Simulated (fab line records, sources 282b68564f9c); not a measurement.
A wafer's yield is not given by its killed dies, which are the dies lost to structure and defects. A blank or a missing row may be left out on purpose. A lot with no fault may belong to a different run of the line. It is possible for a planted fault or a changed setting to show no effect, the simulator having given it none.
One fault seen from 2 desks + flow rit_cmos + every desk sees just its own numbers, and what lay behind them comes last

DESK OF THE TOOL OWNER: implanter-02
For each lot that ran on this tool, the mean over its sampled wafers that have a number, from the tool's own readings at RIT_NSD_IMPLANT_08. The brackets show how far a lot's mean lies from the usual mean; more than 4 standard deviations puts the lot out of limits, marked OUT.
Columns: A = dose_ions_cm2 at RIT_NSD_IMPLANT_08, usual 1.0001e+15; B = faraday_current_uA at RIT_NSD_IMPLANT_08, usual 3133
| lot  | first seen here | A                            | B              |
|------|-----------------|------------------------------|----------------|
| L771 | day 4 05:34     | 9.9943e+14                   | 3013           |
| L783 | day 7 01:30     | 5.5077e+14 (-99 or more) OUT | 1746 (-22) OUT |
| L782 | day 7 03:34     | 5.4940e+14 (-99 or more) OUT | 1729 (-22) OUT |
This desk finds L782, L783 out of limits, L783 being first, at day 7 01:30 (dose_ions_cm2 at RIT_NSD_IMPLANT_08). L771: within limits.

AT THE METROLOGY DESK
What the gauges read, lot by lot, whatever tool the lot ran on: means of the sampled wafers that have a number. The brackets show how far a lot's mean lies from the usual mean; more than 4 standard deviations puts the lot out of limits, marked OUT.
Columns: A = NWELL_RS at RIT_WELLDRIVE_RS_MEAS_01, usual 275.6 ohm/sq; B = NSD_TW at RIT_NSD_TW_MEAS_10, usual 3126; C = NSD_RS at RIT_SDANNEAL_RS_MEAS_05, usual 84.61 ohm/sq
| lot  | first seen here | A     | B              | C                        |
|------|-----------------|-------|----------------|--------------------------|
| L766 | day 2 05:20     | 274.5 | 3106           | 84.92                    |
| L767 | day 2 10:52     | 274.8 | 3110           | 84.62                    |
| L768 | day 2 14:28     | 276.2 | 3150           | 84.41                    |
| L769 | day 2 22:36     | 275.0 | 3155           | 84.33                    |
| L770 | day 3 03:56     | 275.9 | 3099           | 85.01                    |
| L771 | day 3 07:29     | 276.5 | 3160           | 84.68                    |
| L772 | day 3 11:40     | 276.6 | 3113           | 84.63                    |
| L773 | day 3 17:46     | 276.0 | 3115           | 84.55                    |
| L774 | day 3 20:13     | 275.1 | 3105           | 84.63                    |
| L782 | day 5 21:44     | 275.3 | 2747 (-13) OUT | 137.42 (+99 or more) OUT |
| L783 | day 6 01:07     | 275.6 | 2692 (-15) OUT | 137.74 (+99 or more) OUT |
| L785 | day 6 15:10     | 275.2 | 3109           | 84.51                    |
| L787 | day 6 22:38     | 275.9 | 3108           | 84.58                    |
| L789 | day 7 08:32     | 275.7 | 3167           | 84.94                    |
This desk finds L782, L783 out of limits, with the earliest case on L783 at day 7 01:49 (NSD_TW at RIT_NSD_TW_MEAS_10). L766, L767, L768, L769, L770, L771, L772, L773, L774, L785, L787, L789: within limits.

BROUGHT TOGETHER
The tool owner's desk could have raised an alarm at day 7 01:30, on L782, L783.
An alarm was possible from the metrology desk at day 7 01:49, on L782, L783.
The lots listed all ran RIT_NSD_IMPLANT_08 on implanter-02.

WHAT HAD BEEN PUT IN BY THE SIMULATOR
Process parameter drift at RIT_NSD_IMPLANT_08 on implanter-02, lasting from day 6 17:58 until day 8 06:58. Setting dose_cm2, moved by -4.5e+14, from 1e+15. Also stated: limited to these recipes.
Lots struck among those shown: L782, L783.
Delay (hours) between the fault's onset and each desk's first out-of-limits reading: 8 at the tool owner's desk, 8 at the metrology desk.
